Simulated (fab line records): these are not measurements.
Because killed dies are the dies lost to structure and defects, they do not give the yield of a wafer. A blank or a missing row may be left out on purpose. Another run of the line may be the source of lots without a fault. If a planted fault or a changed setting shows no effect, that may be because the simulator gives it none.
Which tool is to blame? | flow berkeleyCmos170 | Sampling: 14 lots, 42 wafers, 5 of 331 route steps

## WHAT THE GAUGES SHOWED, per wafer
UCB170_V1_CD_MEAS_90: target cd 700 nm.
lot  | measured     | on       | cdNm (nm)
L103 | day 7 22:47  | cdSem-01 | 700.7 699.2 699.6
L104 | day 7 22:54  | cdSem-02 | 700.5 699.5 698.8
L105 | day 7 23:31  | cdSem-01 | 699.5 700.1 699.0
L109 | day 9 00:59  | cdSem-02 | 700.8 702.3 699.4
L110 | day 9 00:38  | cdSem-02 | 700.2 698.2 701.3
L116 | day 10 18:29 | cdSem-02 | 703.0 703.2 702.4
L115 | day 10 19:54 | cdSem-01 | 700.2 699.6 698.2
L117 | day 10 19:23 | cdSem-01 | 701.1 701.3 699.5
L119 | day 11 01:42 | cdSem-02 | 697.9 699.3 698.0
L120 | day 11 08:57 | cdSem-01 | 700.7 698.8 701.0
L122 | day 11 09:14 | cdSem-02 | 701.6 700.7 700.6
L124 | day 12 01:22 | cdSem-01 | 700.4 700.0 698.7
L123 | day 12 00:40 | cdSem-01 | 698.3 697.6 698.7
L125 | day 12 01:19 | cdSem-02 | 701.2 701.2 700.3

UCB170_M3_BOW_MEAS_20.
lot  | measured     | on           | M3_BOW (um)
L103 | day 8 07:17  | filmMetro-02 | 45 42 31
L104 | day 8 08:01  | filmMetro-01 | 46 39 44
L105 | day 8 09:14  | filmMetro-04 | 29 29 32
L109 | day 9 09:35  | filmMetro-04 | 30 29 38
L110 | day 9 09:17  | filmMetro-01 | 24 39 39
L116 | day 11 04:23 | filmMetro-01 | 21 28 37
L115 | day 11 06:12 | filmMetro-02 | 41 35 25
L117 | day 11 05:56 | filmMetro-04 | 35 49 34
L119 | day 11 12:25 | filmMetro-02 | 37 45 31
L120 | day 11 19:53 | filmMetro-01 | 39 31 38
L122 | day 11 20:15 | filmMetro-01 | 37 23 24
L124 | day 12 10:10 | filmMetro-04 | 27 20 29
L123 | day 12 08:31 | filmMetro-01 | 42 34 54
L125 | day 12 09:15 | filmMetro-01 | 39 42 52

## WHAT TOOL EACH LOT RAN ON (gives the tool, then ch and the chambers of the sampled wafers, and finally the start)
lot  | UCB170_SDANNEAL_RTA_01          | UCB170_M3_COAT_05                | UCB170_M3_STRIP_07
L103 | rtpAnneal-01 ch 0, day 7 07:08  | lithoTrack-03 ch 0, day 8 05:07  | plasmaAsher-01 ch 0,1, day 8 05:25
L104 | rtpAnneal-01 ch 0, day 7 07:35  | lithoTrack-02 ch 0, day 8 05:36  | plasmaAsher-04 ch 0,1, day 8 05:53
L105 | rtpAnneal-01 ch 0, day 7 07:46  | lithoTrack-02 ch 0, day 8 06:47  | plasmaAsher-02 ch 0,1, day 8 07:03
L109 | rtpAnneal-01 ch 0, day 8 07:31  | lithoTrack-03 ch 0, day 9 07:14  | plasmaAsher-01 ch 0,1, day 9 07:30
L110 | rtpAnneal-02 ch 0, day 8 07:31  | lithoTrack-03 ch 0, day 9 06:36  | plasmaAsher-02 ch 0,1, day 9 06:53
L116 | rtpAnneal-02 ch 0, day 9 21:30  | lithoTrack-02 ch 0, day 11 01:49 | plasmaAsher-04 ch 0,1, day 11 02:07
L115 | rtpAnneal-02 ch 0, day 9 22:14  | lithoTrack-02 ch 0, day 11 03:52 | plasmaAsher-02 ch 0,1, day 11 04:09
L117 | rtpAnneal-01 ch 0, day 9 22:43  | lithoTrack-04 ch 0, day 11 02:46 | plasmaAsher-01 ch 0,1, day 11 03:02
L119 | rtpAnneal-01 ch 0, day 10 09:50 | lithoTrack-02 ch 0, day 11 09:49 | plasmaAsher-02 ch 0,1, day 11 10:06
L120 | rtpAnneal-02 ch 0, day 10 16:00 | lithoTrack-02 ch 0, day 11 17:38 | plasmaAsher-01 ch 0,1, day 11 17:56
L122 | rtpAnneal-01 ch 0, day 10 16:16 | lithoTrack-03 ch 0, day 11 18:02 | plasmaAsher-01 ch 0,1, day 11 18:17
L124 | rtpAnneal-02 ch 0, day 11 09:59 | lithoTrack-03 ch 0, day 12 07:40 | plasmaAsher-02 ch 0,1, day 12 07:57
L123 | rtpAnneal-01 ch 0, day 11 10:02 | lithoTrack-04 ch 0, day 12 06:30 | plasmaAsher-04 ch 0,1, day 12 06:46
L125 | rtpAnneal-02 ch 0, day 11 10:11 | lithoTrack-02 ch 0, day 12 06:55 | plasmaAsher-04 ch 0,1, day 12 07:13
- UCB170_SDANNEAL_RTA_01: time 5 s.
- UCB170_M3_COAT_05: resist thk 900 nm.
- UCB170_M3_STRIP_07: strips in O2.

## WHAT THE TOOLS THEMSELVES READ (means of the sampled wafers that have a number; where no wafer has one, the mark that the record gives instead)
UCB170_SDANNEAL_RTA_01.
lot  | tool         | lampPowerPct (%) | wafer_temp_C_max
L103 | rtpAnneal-01 | 46               | 1054.7
L104 | rtpAnneal-01 | 46               | 1054.8
L105 | rtpAnneal-01 | 46               | 1053.5
L109 | rtpAnneal-01 | 46               | 1054.8
L110 | rtpAnneal-02 | 39               | 1052.9
L116 | rtpAnneal-02 | 40               | 1053.8
L115 | rtpAnneal-02 | 39               | 1054.4
L117 | rtpAnneal-01 | 46               | 1055.0
L119 | rtpAnneal-01 | 46               | 1055.8
L120 | rtpAnneal-02 | 39               | 1054.6
L122 | rtpAnneal-01 | 46               | 1055.5
L124 | rtpAnneal-02 | 39               | 1053.3
L123 | rtpAnneal-01 | 46               | 1055.9
L125 | rtpAnneal-02 | 39               | 1053.8

UCB170_M3_COAT_05.
lot  | tool          | resistLineTempC (C) | spinSpeedRpm (rpm)
L103 | lithoTrack-03 | 23.00               | 1499.1
L104 | lithoTrack-02 | 23.02               | 1499.8
L105 | lithoTrack-02 | 22.93               | 1500.3
L109 | lithoTrack-03 | 22.83               | 1531.1
L110 | lithoTrack-03 | 23.00               | 1532.4
L116 | lithoTrack-02 | 23.15               | 1501.0
L115 | lithoTrack-02 | 22.94               | 1500.8
L117 | lithoTrack-04 | 22.97               | 1499.4
L119 | lithoTrack-02 | 22.95               | 1499.9
L120 | lithoTrack-02 | 22.90               | 1500.8
L122 | lithoTrack-03 | 22.92               | 1498.5
L124 | lithoTrack-03 | 22.86               | 1499.6
L123 | lithoTrack-04 | 23.02               | 1500.3
L125 | lithoTrack-02 | 23.09               | 1498.9

UCB170_M3_STRIP_07.
lot  | tool           | drypumpMotorCurrentA (A) | oesProductAu (a.u.) | stripTimeToEndpointS (s)
L103 | plasmaAsher-01 | 5.5                      | 0.736               | 21.84
L104 | plasmaAsher-04 | 6.2                      | 0.736               | 21.99
L105 | plasmaAsher-02 | 5.5                      | 0.737               | 22.00
L109 | plasmaAsher-01 | 5.4                      | 0.732               | 21.78
L110 | plasmaAsher-02 | 5.2                      | 0.730               | 21.81
L116 | plasmaAsher-04 | 6.3                      | 0.733               | 21.96
L115 | plasmaAsher-02 | 5.5                      | 0.731               | 21.98
L117 | plasmaAsher-01 | 5.3                      | 0.738               | 21.97
L119 | plasmaAsher-02 | 5.2                      | 0.731               | 21.95
L120 | plasmaAsher-01 | 5.4                      | 0.731               | 21.98
L122 | plasmaAsher-01 | 5.3                      | 0.738               | 22.03
L124 | plasmaAsher-02 | 5.5                      | 0.730               | 22.01
L123 | plasmaAsher-04 | 6.3                      | 0.736               | 22.12
L125 | plasmaAsher-04 | 6.3                      | 0.733               | 22.07

## THE ANSWER, worked out from the rows above alone
Rule: the usual values come from the lots themselves. The widest of any qualifying gaps counts: lots, ordered by their means at a reading, are off when they make up no more than a third of the lots, leave a main group of 4 or more, and stand apart from it by 3 or more times the standard deviation of that group's means. A main group is skipped when, at the precision printed for the reading in the tables above, its means are all equal. Also off: a lot with no number at a reading for which 4 or more lots have one. The other lots that the step has rows for count as sound. Order of review: gauges by route order, followed by the tools' own readings, for which a lot's mean as printed above is used. The first step at which some lot is off is used, and at that step the reading that is off furthest; a lot without a number counts as furthest.
Off, at UCB170_M3_COAT_05 on spinSpeedRpm: L109, L110. The main group: mean 1499.9 rpm, standard deviation 0.77.
A tool fits if, at that step or a process step before it, it ran every lot that is off, and no sound lot after the first of them. Of those tried, none fits.

## WHAT HAD BEEN PUT IN BY THE SIMULATOR
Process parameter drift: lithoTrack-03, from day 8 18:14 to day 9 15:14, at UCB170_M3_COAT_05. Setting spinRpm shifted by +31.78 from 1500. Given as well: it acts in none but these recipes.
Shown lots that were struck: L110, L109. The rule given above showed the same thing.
